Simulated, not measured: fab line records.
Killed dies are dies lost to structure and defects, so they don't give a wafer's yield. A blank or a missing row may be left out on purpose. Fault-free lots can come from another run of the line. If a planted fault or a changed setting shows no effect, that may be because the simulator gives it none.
Check of tool commonality || flow rit-cmos || 39 wafers sampled across 13 lots

## REASON FOR OPENING
RIT_GATE_THK_MEAS_09, reading GATE_POLY_THK: flagged on 2 of 13 lots. Wafers without a fault read 249.8 nm, standard deviation 1.9.
Rule: flag the lot when none of its wafers has a number, or when each of its wafers that has one lies beyond 4 standard deviations from that mean. The other lots count as sound.

{"lot": "L747", "measured": "day 2 16:27", "on": "film-metro-04", "GATE_POLY_THK (nm), wafer by wafer": "250.1 251.5 253.4", "flag": ""}
{"lot": "L748", "measured": "day 2 18:04", "on": "film-metro-03", "GATE_POLY_THK (nm), wafer by wafer": "249.5 250.4 248.2", "flag": ""}
{"lot": "L749", "measured": "day 3 02:49", "on": "film-metro-03", "GATE_POLY_THK (nm), wafer by wafer": "248.7 248.2 247.3", "flag": ""}
{"lot": "L750", "measured": "day 3 04:27", "on": "film-metro-04", "GATE_POLY_THK (nm), wafer by wafer": "245.2 247.2 246.4", "flag": ""}
{"lot": "L751", "measured": "day 3 11:20", "on": "film-metro-01", "GATE_POLY_THK (nm), wafer by wafer": "252.1 253.0 253.0", "flag": ""}
{"lot": "L752", "measured": "day 3 13:33", "on": "film-metro-04", "GATE_POLY_THK (nm), wafer by wafer": "251.1 251.9 251.1", "flag": ""}
{"lot": "L753", "measured": "day 3 18:01", "on": "film-metro-01", "GATE_POLY_THK (nm), wafer by wafer": "248.2 247.4 246.4", "flag": ""}
{"lot": "L755", "measured": "day 4 04:48", "on": "film-metro-03", "GATE_POLY_THK (nm), wafer by wafer": "252.8 252.0 253.6", "flag": ""}
{"lot": "L756", "measured": "day 4 08:10", "on": "film-metro-03", "GATE_POLY_THK (nm), wafer by wafer": "249.2 249.8 251.5", "flag": ""}
{"lot": "L758", "measured": "day 4 18:23", "on": "film-metro-01", "GATE_POLY_THK (nm), wafer by wafer": "272.5 272.8 273.0", "flag": "FLAGGED"}
{"lot": "L760", "measured": "day 5 04:04", "on": "film-metro-01", "GATE_POLY_THK (nm), wafer by wafer": "273.5 271.3 269.3", "flag": "FLAGGED"}
{"lot": "L765", "measured": "day 6 04:48", "on": "film-metro-01", "GATE_POLY_THK (nm), wafer by wafer": "250.2 249.2 251.1", "flag": ""}
{"lot": "L766", "measured": "day 6 10:10", "on": "film-metro-01", "GATE_POLY_THK (nm), wafer by wafer": "250.0 251.5 251.5", "flag": ""}
On average the flagged lots' numbers are 272.1 nm, which is +22.3 nm against the usual, or +12 standard deviations.

## EACH LOT AND THE TOOL IT RAN ON
2 process steps preceding the reading are held in the record, out of 202 steps in the route. Each cell gives the tool, then ch followed by the chambers the sampled wafers passed through, then the start.
{"lot": "L747", "flag": "", "RIT_ACTIVE_ETCH_13": "rie-diel-01 ch 0,2,3, day 1 15:32", "RIT_GATE_CVD_08": "lpcvd-02 ch 1, day 2 14:49"}
{"lot": "L748", "flag": "", "RIT_ACTIVE_ETCH_13": "rie-diel-03 ch 0,1,3, day 1 21:04", "RIT_GATE_CVD_08": "lpcvd-02 ch 1, day 2 16:26"}
{"lot": "L749", "flag": "", "RIT_ACTIVE_ETCH_13": "rie-diel-01 ch 1,2,3, day 2 01:01", "RIT_GATE_CVD_08": "lpcvd-01 ch 1, day 3 01:12"}
{"lot": "L750", "flag": "", "RIT_ACTIVE_ETCH_13": "rie-diel-03 ch 0,1,2, day 2 05:50", "RIT_GATE_CVD_08": "lpcvd-01 ch 1, day 3 02:49"}
{"lot": "L751", "flag": "", "RIT_ACTIVE_ETCH_13": "rie-diel-04 ch 1,3, day 2 10:50", "RIT_GATE_CVD_08": "lpcvd-01 ch 0, day 3 09:43"}
{"lot": "L752", "flag": "", "RIT_ACTIVE_ETCH_13": "rie-diel-03 ch 0,2,3, day 2 17:17", "RIT_GATE_CVD_08": "lpcvd-01 ch 0, day 3 11:54"}
{"lot": "L753", "flag": "", "RIT_ACTIVE_ETCH_13": "rie-diel-04 ch 2,3, day 2 20:55", "RIT_GATE_CVD_08": "lpcvd-01 ch 1, day 3 16:24"}
{"lot": "L755", "flag": "", "RIT_ACTIVE_ETCH_13": "rie-diel-03 ch 0,1,2, day 3 07:09", "RIT_GATE_CVD_08": "lpcvd-02 ch 1, day 4 03:11"}
{"lot": "L756", "flag": "", "RIT_ACTIVE_ETCH_13": "rie-diel-03 ch 1,2, day 3 12:11", "RIT_GATE_CVD_08": "lpcvd-01 ch 1, day 4 06:32"}
{"lot": "L758", "flag": "FLAGGED", "RIT_ACTIVE_ETCH_13": "rie-diel-03 ch 0,1, day 3 21:43", "RIT_GATE_CVD_08": "lpcvd-02 ch 0, day 4 16:46"}
{"lot": "L760", "flag": "FLAGGED", "RIT_ACTIVE_ETCH_13": "rie-diel-04 ch 0,2,3, day 4 07:50", "RIT_GATE_CVD_08": "lpcvd-02 ch 0, day 5 02:26"}
{"lot": "L765", "flag": "", "RIT_ACTIVE_ETCH_13": "rie-diel-03 ch 2,3, day 5 08:52", "RIT_GATE_CVD_08": "lpcvd-01 ch 0, day 6 03:11"}
{"lot": "L766", "flag": "", "RIT_ACTIVE_ETCH_13": "rie-diel-03 ch 0,1,3, day 5 13:43", "RIT_GATE_CVD_08": "lpcvd-01 ch 0, day 6 08:32"}
What is done by these steps:
- RIT_ACTIVE_ETCH_13: etches Si3N4 in SF6, stops on SiO2, time 210 s, target depth 210 nm.
- RIT_GATE_CVD_08: deposits poly-Si from SiH4, target thk 250 nm, time 2220 s.
- RIT_GATE_THK_MEAS_09

## FLAGGED AGAINST TOTAL, ONE TOOL AT A TIME (gauges that did the reading follow at the end)
{"step": "RIT_ACTIVE_ETCH_13", "tool": "rie-diel-01", "lots run": 2, "flagged": 0, "share of the flagged lots": "none", "sound lots run after its first flagged lot": "-"}
{"step": "RIT_ACTIVE_ETCH_13", "tool": "rie-diel-03", "lots run": 8, "flagged": 1, "share of the flagged lots": "some", "sound lots run after its first flagged lot": "2 (L765,L766)"}
{"step": "RIT_ACTIVE_ETCH_13", "tool": "rie-diel-04", "lots run": 3, "flagged": 1, "share of the flagged lots": "some", "sound lots run after its first flagged lot": 0}
{"step": "RIT_GATE_CVD_08", "tool": "lpcvd-01", "lots run": 8, "flagged": 0, "share of the flagged lots": "none", "sound lots run after its first flagged lot": "-"}
{"step": "RIT_GATE_CVD_08", "tool": "lpcvd-02", "lots run": 5, "flagged": 2, "share of the flagged lots": "all", "sound lots run after its first flagged lot": 0}
{"step": "RIT_GATE_THK_MEAS_09", "tool": "film-metro-01", "lots run": 6, "flagged": 2, "share of the flagged lots": "all", "sound lots run after its first flagged lot": "2 (L765,L766)"}
{"step": "RIT_GATE_THK_MEAS_09", "tool": "film-metro-03", "lots run": 4, "flagged": 0, "share of the flagged lots": "none", "sound lots run after its first flagged lot": "-"}
{"step": "RIT_GATE_THK_MEAS_09", "tool": "film-metro-04", "lots run": 3, "flagged": 0, "share of the flagged lots": "none", "sound lots run after its first flagged lot": "-"}

## WHAT IS ALLOWED BY THE TABLE
In 2 table rows, all flagged lots were run: lpcvd-02 (RIT_GATE_CVD_08), film-metro-01 (RIT_GATE_THK_MEAS_09).
- lpcvd-02 at RIT_GATE_CVD_08 ran 5 lots, 2 of them flagged. Its last sound lot is L755 (day 4 03:11), its first flagged lot L758 (day 4 16:46): a fault that began between those two fits. Its own readings lie more than 4 standard deviations out on every wafer of the flagged lots: pressure-mtorr.
- film-metro-01 at RIT_GATE_THK_MEAS_09 ran 6 lots, 2 of them flagged. Lots that were sound ran on it after the first flagged one (L765, L766); a persistent fault on the entire tool would not allow that.
Left over: one tool, lpcvd-02 at RIT_GATE_CVD_08.

## WHAT THE SIMULATOR PUT IN
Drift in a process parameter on lpcvd-02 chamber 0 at RIT_GATE_CVD_08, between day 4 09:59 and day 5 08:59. From 300, the setting pressure-mtorr moved by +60. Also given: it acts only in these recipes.
Struck lots among those shown: L758, L760. The rule above found the same.
